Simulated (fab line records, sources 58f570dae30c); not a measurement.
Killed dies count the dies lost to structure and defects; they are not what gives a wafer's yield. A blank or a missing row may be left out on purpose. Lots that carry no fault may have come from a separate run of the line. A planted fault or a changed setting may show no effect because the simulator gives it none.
Commonality check across tools | flow berkeley_cmos170 | Lots sampled 15, wafers sampled 45

== REASON FOR OPENING ==
Of 15 lots, 3 have the reading M2_AL_RS flagged at UCB170_M2_RS_MEAS_02. No-fault wafers: 0.0320 ohm/sq, standard deviation 0.00043.
Rule: a lot is flagged in two cases, either no wafer of it has a number, or all its wafers with numbers fall more than 4 standard deviations from that mean. As for the other lots, they are considered sound.

lot  | measured     | on            | M2_AL_RS (ohm/sq), wafer by wafer | flag
L539 | day 7 14:55  | film_metro-01 | 0.0326 0.0327 0.0327              |
L542 | day 7 22:14  | film_metro-01 | 0.0325 0.0324 0.0321              |
L544 | day 8 08:32  | film_metro-04 | 0.0157 0.0158 0.0161              | FLAGGED
L543 | day 8 08:35  | film_metro-04 | 0.0322 0.0315 0.0319              |
L546 | day 8 16:22  | film_metro-04 | 0.0326 0.0319 0.0315              |
L545 | day 8 16:46  | film_metro-02 | 0.0162 0.0162 0.0162              | FLAGGED
L547 | day 9 09:52  | film_metro-02 | 0.0160 0.0159 0.0159              | FLAGGED
L556 | day 11 00:49 | film_metro-04 | 0.0327 0.0329 0.0317              |
L554 | day 11 10:40 | film_metro-02 | 0.0316 0.0318 0.0318              |
L559 | day 11 10:41 | film_metro-01 | 0.0326 0.0328 0.0318              |
L557 | day 11 10:59 | film_metro-04 | 0.0314 0.0322 0.0315              |
L558 | day 11 11:11 | film_metro-02 | 0.0313 0.0317 0.0313              |
L560 | day 11 11:17 | film_metro-01 | 0.0315 0.0311 0.0319              |
L561 | day 11 11:28 | film_metro-04 | 0.0319 0.0320 0.0314              |
L562 | day 11 23:43 | film_metro-04 | 0.0327 0.0317 0.0318              |
The mean of the flagged lots' numbers is 0.0160 ohm/sq, -0.0160 ohm/sq from the usual (-37 standard deviations).

== TOOL THAT RAN EACH LOT ==
The record keeps 1 process step preceding the reading, out of 331 steps on the route. Cell contents, in order: the tool; ch with the chambers the sampled wafers went through; the start.
lot  | flag    | UCB170_M2_SPUTTER_01
L539 |         | pvd_sputter-02, day 7 14:48
L542 |         | pvd_sputter-02, day 7 22:10
L544 | FLAGGED | pvd_sputter-03, day 8 08:11
L543 |         | pvd_sputter-04, day 8 08:29
L546 |         | pvd_sputter-02, day 8 16:15
L545 | FLAGGED | pvd_sputter-04, day 8 16:15
L547 | FLAGGED | pvd_sputter-03, day 9 09:32
L556 |         | pvd_sputter-02, day 11 00:44
L554 |         | pvd_sputter-03, day 11 10:33
L559 |         | pvd_sputter-02, day 11 10:36
L557 |         | pvd_sputter-04, day 11 10:50
L558 |         | pvd_sputter-03, day 11 11:06
L560 |         | pvd_sputter-02, day 11 11:10
L561 |         | pvd_sputter-04, day 11 11:22
L562 |         | pvd_sputter-04, day 11 23:38
These steps, and what they do:
- UCB170_M2_SPUTTER_01: material Al, target thk 900 nm, time 120 s.
- UCB170_M2_RS_MEAS_02: measures by four-point-probe.

== FLAGGED OVER TOTAL, TOOL BY TOOL (the gauges that took the reading come last) ==
step                 | tool           | lots run | flagged | share of the flagged lots | sound lots run after its first flagged lot
UCB170_M2_SPUTTER_01 | pvd_sputter-02 | 6        | 0       | none                      | -
UCB170_M2_SPUTTER_01 | pvd_sputter-03 | 4        | 2       | some                      | 2 (L554,L558)
UCB170_M2_SPUTTER_01 | pvd_sputter-04 | 5        | 1       | some                      | 3 (L557,L561,L562)
UCB170_M2_RS_MEAS_02 | film_metro-01  | 4        | 0       | none                      | -
UCB170_M2_RS_MEAS_02 | film_metro-02  | 4        | 2       | some                      | 2 (L554,L558)
UCB170_M2_RS_MEAS_02 | film_metro-04  | 7        | 1       | some                      | 6 (L543,L546,L556,L557,L561,L562)

== WHAT THE TABLE PERMITS ==
No row of the table ran every flagged lot.

== WHAT HAD BEEN PUT IN BY THE SIMULATOR ==
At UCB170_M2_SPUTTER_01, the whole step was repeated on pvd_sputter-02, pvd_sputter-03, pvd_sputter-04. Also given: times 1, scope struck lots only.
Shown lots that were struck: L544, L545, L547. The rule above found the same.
